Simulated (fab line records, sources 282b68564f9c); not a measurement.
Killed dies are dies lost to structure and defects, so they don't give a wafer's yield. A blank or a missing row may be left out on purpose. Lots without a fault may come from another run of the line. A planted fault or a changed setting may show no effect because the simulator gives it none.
Which tool did it? | flow rit_cmos | 14 lots, 42 wafers sampled, at 3 steps of a route of 202

WHAT THE GAUGES READ, wafer by wafer
RIT_NSD_TW_MEAS_10.
lot  | measured    | on            | NSD_TW
L673 | day 3 04:38 | film_metro-04 | 3194 3173 3163
L674 | day 3 07:42 | film_metro-04 | 3181 3173 3171
L675 | day 3 11:40 | film_metro-04 | 3173 3171 3165
L676 | day 3 18:10 | film_metro-01 | 3116 3108 3089
L678 | day 4 02:44 | film_metro-01 | 3104 3094 3099
L682 | day 4 21:34 | film_metro-01 | 2723 2716 2715 2717 2717 2722
L683 | day 5 05:40 | film_metro-04 | 2751 2741 2744 2743 2759 2759
L684 | day 5 09:28 | film_metro-02 | 3159 3145 3126
L685 | day 5 12:56 | film_metro-01 | 3088 3085 3097
L686 | day 5 17:48 | film_metro-04 | 3164 3164 3143
L687 | day 5 22:41 | film_metro-02 | 3137 3138 3155
L689 | day 6 09:08 | film_metro-01 | 3089 3097 3101
L690 | day 6 13:15 | film_metro-01 | 3108 3097 3092
L691 | day 6 17:41 | film_metro-01 | 3096 3097 3104

RIT_SDANNEAL_RS_MEAS_05: measures by four-point-probe.
lot  | measured    | on            | NSD_RS (ohm/sq)
L673 | day 3 06:48 | film_metro-01 | 84.5 84.8 84.7
L674 | day 3 10:01 | film_metro-01 | 84.7 84.5 84.7
L675 | day 3 13:43 | film_metro-04 | 84.7 84.6 84.5
L676 | day 3 20:14 | film_metro-04 | 84.5 84.1 84.2
L678 | day 4 04:50 | film_metro-04 | 84.7 85.1 85.0
L682 | day 5 07:44 | film_metro-04 | 133.3 133.9 133.8 133.0 133.8 134.2
L683 | day 5 10:02 | film_metro-02 | 135.4 135.4 135.5 135.6 135.5 135.4
L684 | day 5 11:29 | film_metro-04 | 84.7 84.6 84.4
L685 | day 5 15:14 | film_metro-04 | 84.4 84.4 85.0
L686 | day 5 19:50 | film_metro-02 | 85.2 85.0 84.9
L687 | day 6 00:47 | film_metro-04 | 84.5 84.8 84.6
L689 | day 6 11:14 | film_metro-02 | 85.0 84.8 85.0
L690 | day 6 15:19 | film_metro-01 | 84.8 84.8 85.1
L691 | day 6 19:55 | film_metro-02 | 84.7 84.4 84.4

WHICH TOOL RAN EACH LOT (tool, then ch and the chambers of the sampled wafers, then the start)
lot  | RIT_NSD_IMPLANT_08
L673 | implanter-01 ch 0, day 3 04:20
L674 | implanter-04 ch 0, day 3 07:23
L675 | implanter-03 ch 0, day 3 11:20
L676 | implanter-03 ch 0, day 3 17:51
L678 | implanter-04 ch 0, day 4 02:25
L682 | implanter-04 ch 0, day 4 21:15
L683 | implanter-04 ch 0, day 5 05:20
L684 | implanter-03 ch 0, day 5 09:08
L685 | implanter-01 ch 0, day 5 12:37
L686 | implanter-01 ch 0, day 5 17:23
L687 | implanter-03 ch 0, day 5 22:23
L689 | implanter-03 ch 0, day 6 08:50
L690 | implanter-03 ch 0, day 6 12:55
L691 | implanter-03 ch 0, day 6 17:21
- RIT_NSD_IMPLANT_08

WHAT THE TOOLS THEMSELVES READ (means of the sampled wafers that have a number; where no wafer has one, the mark that the record gives instead)
RIT_NSD_IMPLANT_08.
lot  | tool         | dose_ions_cm2 | end_station_pressure_torr (Torr) | faraday_current_uA | tilt_deg (degrees)
L673 | implanter-01 | 9.995e+14     | 7.9e-06                          | 3169               | 7.014
L674 | implanter-04 | 1.000e+15     | 7.5e-06                          | 3088               | 7.005
L675 | implanter-03 | 9.992e+14     | 7.6e-06                          | 3124               | 6.977
L676 | implanter-03 | 9.983e+14     | 7.5e-06                          | 3159               | 6.980
L678 | implanter-04 | 1.000e+15     | 7.6e-06                          | 3182               | 7.018
L682 | implanter-04 | 5.626e+14     | 6.1e-06                          | 1792               | 6.989
L683 | implanter-04 | 5.628e+14     | 6.2e-06                          | 1744               | 6.993
L684 | implanter-03 | 1.001e+15     | 7.1e-06                          | 3222               | 6.986
L685 | implanter-01 | 9.987e+14     | 7.2e-06                          | 3090               | 7.018
L686 | implanter-01 | 1.000e+15     | 7.6e-06                          | 3145               | 6.995
L687 | implanter-03 | 1.000e+15     | 7.5e-06                          | 3143               | 6.995
L689 | implanter-03 | 9.989e+14     | 7.8e-06                          | 3189               | 6.981
L690 | implanter-03 | 1.001e+15     | 7.4e-06                          | 3136               | 6.989
L691 | implanter-03 | 9.999e+14     | 7.3e-06                          | 3076               | 6.964

THE ANSWER, worked out from the rows above alone
Rule: what is usual is taken from the lots themselves. Put in order of their means at a reading, lots are off if they are a third of the lots or fewer, leave a main group of 4 or more, and stand apart from it by a gap of 3 or more times the standard deviation of the main group's means; of several such gaps the widest counts. A main group whose means are all the same, to the digits that the tables above print for the reading, isn't used. A lot without any number at a reading at which 4 lots or more have one is off too. The other lots that the step has rows for count as sound. The gauges are gone through in route order, then the tools' own readings, and for those a lot's mean is taken as printed above. The first step at which some lot is off is used, and at that step the reading that is off furthest; a lot without a number counts as furthest.
Off: L682, L683, at RIT_NSD_TW_MEAS_10 (NSD_TW). The main group: mean 3129, standard deviation 33.
A tool fits if, at a process step before that reading, it ran every lot that is off, and no sound lot after the first of them. The gauges at RIT_NSD_TW_MEAS_10 aren't tried: what is off there is off at RIT_NSD_IMPLANT_08 too, on other tools, and a gauge's error can't cause that. One fits: implanter-04 at RIT_NSD_IMPLANT_08. Its last sound lot is L678 (day 4 02:25), its first lot that is off L682 (day 4 21:15): a fault that began between those two fits.
The tool's own readings at RIT_NSD_IMPLANT_08 bear it out: on the lots that are off they differ by more than 5 times the standard deviation of the sound lots' means. dose_ions_cm2 reads 5.627e+14 there against 9.997e+14 on the sound lots; end_station_pressure_torr reads 6.2e-06 Torr there against 7.5e-06 Torr on the sound lots; faraday_current_uA reads 1768 there against 3144 on the sound lots.

WHAT THE SIMULATOR HAD PUT IN
Process parameter drift: implanter-04, from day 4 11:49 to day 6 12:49, at RIT_NSD_IMPLANT_08. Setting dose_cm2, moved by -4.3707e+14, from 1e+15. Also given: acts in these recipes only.
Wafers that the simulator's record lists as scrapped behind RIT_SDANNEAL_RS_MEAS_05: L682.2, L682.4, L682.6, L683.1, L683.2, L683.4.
Lots struck among those shown: L682, L683. The rule above found the same.
